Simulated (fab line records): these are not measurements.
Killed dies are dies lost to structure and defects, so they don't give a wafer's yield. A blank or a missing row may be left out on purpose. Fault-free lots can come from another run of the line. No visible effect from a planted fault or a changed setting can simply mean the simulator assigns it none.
Which of the tools did it?	flow rit-cmos	7 lots with 21 wafers sampled at 2 steps, on a route of 202 steps

WHAT THE GAUGES SHOWED, per wafer
RIT_SILICIDE_RS_MEAS_02: measures by four-point-probe.
lot	measured	on	SILICIDE_TI_RS (ohm/sq)
L150	day 3 07:43	film-metro-01	47.8 47.3 47.7
L152	day 3 18:29	film-metro-03	47.7 48.1 47.9
L155	day 4 07:15	film-metro-01	46.7 46.8 46.6
L161	day 5 14:03	film-metro-03	47.4 46.7 47.0
L164	day 6 05:32	film-metro-03	48.5 47.7 43.0
L167	day 6 20:04	film-metro-03	46.6 46.2 46.5
L171	day 7 15:40	film-metro-03	46.6 46.7 46.3

WHAT TOOL EACH LOT RAN ON (gives the tool, then ch and the chambers of the sampled wafers, and finally the start)
lot	RIT_SILICIDE_SPUTTER_01
L150	pvd-sputter-03, day 3 07:30
L152	pvd-sputter-03, day 3 18:18
L155	pvd-sputter-02, day 4 07:06
L161	pvd-sputter-01, day 5 13:53
L164	pvd-sputter-03, day 6 05:22
L167	pvd-sputter-01, day 6 19:52
L171	pvd-sputter-01, day 7 15:31
- RIT_SILICIDE_SPUTTER_01: material Ti, target thk 30 nm, time 240 s.

THE ANSWER, worked out from the rows above alone
Rule: the usual values come from the lots themselves. The widest of any qualifying gaps counts: lots, ordered by their means at a reading, are off when they make up no more than a third of the lots, leave a main group of 4 or more, and stand apart from it by 3 or more times the standard deviation of that group's means. Not used: any main group whose means are identical at the precision the tables above print for the reading. A lot without any number at a reading at which 4 lots or more have one is off too. All remaining lots with rows at the step are treated as sound.
Nothing can be told from this: no lot is off at any reading shown.

WHAT THE SIMULATOR PUT IN
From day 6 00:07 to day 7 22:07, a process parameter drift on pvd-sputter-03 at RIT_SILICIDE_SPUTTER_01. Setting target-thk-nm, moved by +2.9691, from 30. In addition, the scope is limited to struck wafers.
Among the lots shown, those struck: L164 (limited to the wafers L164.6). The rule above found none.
